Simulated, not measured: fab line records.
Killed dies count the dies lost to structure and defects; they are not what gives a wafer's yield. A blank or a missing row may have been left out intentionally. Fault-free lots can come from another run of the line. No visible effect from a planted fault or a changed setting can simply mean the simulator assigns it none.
The tool behind it: which one? ; flow berkeley-cmos170 ; 45 wafers from 15 lots sampled at 3 of the route's 331 steps

== WHAT THE GAUGES SHOWED, per wafer ==
UCB170_NLDD_CD_MEAS_06: the cd target is 1200 nm. Usual: cd-nm reads 1199.8 nm (standard deviation 1.3).
lot;measured;on;cd-nm (nm);flag
L732;day 7 01:43;cd-sem-02;1201.0 1200.7 1198.7;
L731;day 7 01:54;cd-sem-01;1197.9 1198.3 1197.3;
L733;day 7 20:35;cd-sem-01;1199.0 1199.0 1198.4;
L734;day 8 05:11;cd-sem-01;1199.1 1199.3 1200.1;
L739;day 8 20:23;cd-sem-01;1199.6 1199.8 1199.9;
L738;day 8 21:01;cd-sem-01;1199.1 1199.4 1199.4;
L742;day 9 17:13;cd-sem-01;1198.6 1200.2 1197.7;
L740;day 9 17:32;cd-sem-01;1060.8 1059.1 1060.3 1061.3 1059.5 1060.2;OFF
L741;day 9 17:50;cd-sem-01;1061.9 1061.5 1061.0 1062.2 1061.1 1061.0;OFF
L743;day 9 22:55;cd-sem-01;1076.7 1076.4 1076.7 1076.3 1077.0 1076.9;OFF
L746;day 10 16:11;cd-sem-02;1198.4 1198.2 1197.6;
L749;day 12 01:29;cd-sem-01;1199.1 1199.9 1200.8;
L750;day 12 01:42;cd-sem-02;1200.4 1199.2 1199.5;
L753;day 12 19:08;cd-sem-01;1202.7 1203.1 1202.8;
L754;day 12 19:26;cd-sem-01;1200.1 1199.2 1199.8;

UCB170_PSD_OVL_MEAS_07. Usual: PSD_OVL 0 nm, standard deviation 4.5.
lot;measured;on;PSD_OVL (nm);flag
L732;day 7 11:19;overlay-01;1 -7 10;
L731;day 7 11:14;overlay-02;10 5 7;
L733;day 8 05:11;overlay-01;4 0 1;
L734;day 8 11:56;overlay-02;6 -2 0;
L739;day 9 05:53;overlay-02;5 -2 6;
L738;day 9 06:01;overlay-02;5 2 3;
L742;day 10 01:05;overlay-01;-5 -10 0;
L746;day 11 03:29;overlay-01;6 -4 -6;
L749;day 12 09:13;overlay-01;-1 0 -3;
L750;day 12 09:27;overlay-02;-1 -5 -3;
L753;day 13 02:53;overlay-01;-3 -1 2;
L754;day 13 03:22;overlay-01;5 0 3;

== WHICH TOOL RAN EACH LOT (tool, then ch and the chambers of the sampled wafers, then the start) ==
lot;UCB170_NLDD_PEB_04
L732;litho-track-01 ch 0, day 7 01:28
L731;litho-track-02 ch 0, day 7 01:34
L733;litho-track-02 ch 0, day 7 20:19
L734;litho-track-01 ch 0, day 8 04:55
L739;litho-track-03 ch 0, day 8 20:07
L738;litho-track-01 ch 0, day 8 20:44
L742;litho-track-02 ch 0, day 9 16:58
L740;litho-track-03 ch 0, day 9 17:10
L741;litho-track-03 ch 0, day 9 17:28
L743;litho-track-03 ch 0, day 9 21:51
L746;litho-track-02 ch 0, day 10 15:55
L749;litho-track-02 ch 0, day 12 01:13
L750;litho-track-01 ch 0, day 12 01:26
L753;litho-track-03 ch 0, day 12 18:52
L754;litho-track-03 ch 0, day 12 19:10
- UCB170_NLDD_PEB_04

== WHAT THE TOOLS THEMSELVES READ (means of the sampled wafers that have a number; where no wafer has one, the mark that the record gives instead) ==
UCB170_NLDD_PEB_04. Usual: heater-power-total-W 56.80 W, standard deviation 0.045; plate-temp-C 130.01 C, standard deviation 0.14.
lot;tool;heater-power-total-W (W);plate-temp-C (C);flag
L732;litho-track-01;56.78;129.94;
L731;litho-track-02;56.83;129.97;
L733;litho-track-02;56.77;130.09;
L734;litho-track-01;56.80;129.98;
L739;litho-track-03;56.84;130.03;
L738;litho-track-01;56.88;130.06;
L742;litho-track-02;56.82;129.93;
L740;litho-track-03;49.70;117.39;OFF
L741;litho-track-03;49.79;117.53;OFF
L743;litho-track-03;49.73;117.39;OFF
L746;litho-track-02;56.79;130.16;
L749;litho-track-02;56.77;129.87;
L750;litho-track-01;56.83;129.83;
L753;litho-track-03;56.76;130.14;
L754;litho-track-03;56.77;129.91;

== THE ANSWER, worked out from the rows above alone ==
Rule: a lot is off if the mean of its wafers that have a number lies more than 3 standard deviations from the usual mean. A lot without any number at a reading at which 4 lots or more have one is off too. Any other lot the step has rows for is counted as sound. After the gauges, taken in route order, come the tools' own readings; for these a lot's mean is taken, as printed above. At the first step where some lot is off, the reading lying furthest off is the one used; lots without a number count as furthest.
Off: L740, L741, L743, at UCB170_NLDD_CD_MEAS_06 (cd-nm).
If a tool, at a process step before that reading, ran all the lots that are off and no sound lot after the first of them, it fits. The gauges at UCB170_NLDD_CD_MEAS_06 aren't tried: what is off there is off at UCB170_NLDD_PEB_04 too, on other tools, and a gauge's error can't cause that. None of those tried fits.

== WHAT WAS PUT IN BY THE SIMULATOR ==
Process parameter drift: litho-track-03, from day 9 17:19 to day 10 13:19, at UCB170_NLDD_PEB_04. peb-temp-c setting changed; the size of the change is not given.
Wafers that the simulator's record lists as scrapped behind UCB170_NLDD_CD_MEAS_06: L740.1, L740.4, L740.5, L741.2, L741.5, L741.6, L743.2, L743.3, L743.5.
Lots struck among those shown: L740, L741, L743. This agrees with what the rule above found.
